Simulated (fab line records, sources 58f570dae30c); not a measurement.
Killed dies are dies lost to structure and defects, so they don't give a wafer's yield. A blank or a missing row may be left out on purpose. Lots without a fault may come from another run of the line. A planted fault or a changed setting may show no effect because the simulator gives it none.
One fault seen from 2 desks | flow berkeley_cmos170 | each desk has only its own numbers; what lay behind them comes last

THE METROLOGY DESK
What the gauges read, lot by lot, whatever tool the lot ran on: means of the sampled wafers that have a number. A lot is out of limits, marked OUT, if its mean lies more than 4 standard deviations from the usual mean; the brackets give that distance.
Columns: A = cd_nm at UCB170_V1_CD_MEAS_12, usual 700.1 nm
lot  | first seen here | A
L292 | day 7 07:32     | 699.3
L291 | day 7 11:01     | 702.7
L293 | day 7 21:22     | 697.4
L296 | day 8 04:41     | 698.8
L295 | day 8 06:49     | 698.8
L294 | day 8 07:00     | 698.9
L298 | day 9 15:47     | 702.1
L300 | day 9 16:10     | 700.5
L307 | day 10 16:52    | 700.2
L305 | day 10 17:07    | 699.1
L303 | day 10 21:40    | 701.4
L309 | day 11 20:46    | 693.2 (-4.6) OUT
L308 | day 11 20:55    | 700.2
L311 | day 11 21:46    | 693.0 (-4.7) OUT
This desk's finding: out of limits on L309, L311; first on L309, day 11 20:46 (cd_nm at UCB170_V1_CD_MEAS_12). In limits: L292, L291, L293, L296, L295, L294, L298, L300, L307, L305, L303, L308.

THE TOOL OWNER'S DESK: litho_track-03
The tool's own readings at UCB170_V1_PEB_10: means of the sampled wafers that have a number, for each lot that ran on this tool. A lot is out of limits, marked OUT, if its mean lies more than 4 standard deviations from the usual mean; the brackets give that distance.
Columns: A = chill_plate_temp_C at UCB170_V1_PEB_10, usual 22.97 C; B = heater_power_total_W at UCB170_V1_PEB_10, usual 56.80 W; C = plate_temp_C at UCB170_V1_PEB_10, usual 130.01 C; D = resist_line_temp_C at UCB170_V1_PEB_10, usual 23.00 C
lot  | first seen here | A     | B               | C      | D
L291 | day 7 10:44     | 22.95 | 56.79           | 129.99 | 23.01
L295 | day 8 06:33     | 23.08 | 56.79           | 129.94 | 23.02
L298 | day 9 15:31     | 22.89 | 56.79           | 129.91 | 22.99
L307 | day 10 16:35    | 22.98 | 56.80           | 130.18 | 22.96
L305 | day 10 16:50    | 22.87 | 56.81           | 129.80 | 23.04
L309 | day 11 20:30    | 22.85 | 58.76 (+49) OUT | -      | 23.06
L311 | day 11 21:27    | 22.83 | 58.72 (+48) OUT | -      | 22.95
This desk's finding: out of limits on L309, L311; first on L309, day 11 20:30 (heater_power_total_W at UCB170_V1_PEB_10). In limits: L291, L295, L298, L307, L305.

PUT TOGETHER
The tool owner's desk could have raised an alarm at day 11 20:30, on L309, L311.
The metrology desk could have raised an alarm at day 11 20:46, on L309, L311.
Of the lots named, all ran UCB170_V1_PEB_10 on litho_track-03.

WHAT THE SIMULATOR HAD PUT IN
Process parameter drift: litho_track-03, from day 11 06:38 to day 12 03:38, at UCB170_V1_PEB_10. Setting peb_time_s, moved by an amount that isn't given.
Lots struck among those shown: L309, L311.
Hours from the fault's start to each desk's first reading out of limits: the tool owner's desk, 14; the metrology desk, 14.
